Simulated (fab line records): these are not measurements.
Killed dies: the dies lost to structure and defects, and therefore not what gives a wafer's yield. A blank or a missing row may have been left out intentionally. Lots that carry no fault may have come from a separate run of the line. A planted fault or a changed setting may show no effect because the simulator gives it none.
2 desks looking at one fault    flow rit-cmos    only its own numbers are on each desk; what lay behind them is given at the end

## TOOL OWNER'S DESK, plasma-asher-04
The tool's own readings at RIT_PRETRO_STRIP_09 (strips in O2, time 180 s): means of the sampled wafers that have a number, for each lot that ran on this tool. A lot is out of limits, marked OUT, if its mean lies more than 4 standard deviations from the usual mean; the brackets give that distance.
Columns: A = chamber-pressure-mTorr at RIT_PRETRO_STRIP_09, usual 4000 mTorr; B = drypump-motor-current-A at RIT_PRETRO_STRIP_09, usual 5.5 A; C = run-length-s at RIT_PRETRO_STRIP_09, usual 208.1 s
lot   first seen here  A     B    C
L869  day 3 23:44      4001  5.7  208.2
L876  day 5 10:19      4003  5.7  27.3 (-99 or more) OUT
Finding of this desk: L876 out of limits; the first was L876 at day 5 10:19, on run-length-s at RIT_PRETRO_STRIP_09. In limits: L869.

## THE METROLOGY DESK
Lot by lot, what the gauges showed, no matter which tool ran the lot: averages of those sampled wafers that carry a number. A lot is out of limits, marked OUT, if its mean lies more than 4 standard deviations from the usual mean; the brackets give that distance.
Columns: A = NRETRO_TW at RIT_NRETRO_TW_MEAS_10, usual 1055; B = PRETRO_OVL at RIT_PRETRO_OVL_MEAS_06, usual 0.4 nm; C = PRETRO_TW at RIT_PRETRO_TW_MEAS_10, usual 480
lot   first seen here  A     B     C
L867  day 3 12:32      1057  1.1   488
L869  day 3 22:13      1063  2.5   484
L876  day 5 08:47      1061  -2.6  483
L880  day 6 08:33      1051  -0.5  482
L882  day 6 20:15      1051  1.2   480
This desk's verdict: no lot among the 5 shows anything out of limits.

## ALL TOGETHER
The tool owner's desk had the chance to raise an alarm at day 5 10:19 on L876.
At the metrology desk, nothing out of limits was observed.
The metrology desk has L876 on record, within its limits.
RIT_PRETRO_STRIP_09 was run on plasma-asher-04 by each of the lots named.

## WHAT WAS PUT IN BY THE SIMULATOR
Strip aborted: plasma-asher-04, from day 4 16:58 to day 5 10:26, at RIT_PRETRO_STRIP_09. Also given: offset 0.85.
Lots struck among those shown: L876.
How many hours passed from the start of the fault until each desk's first out-of-limits reading: the tool owner's desk, 17.
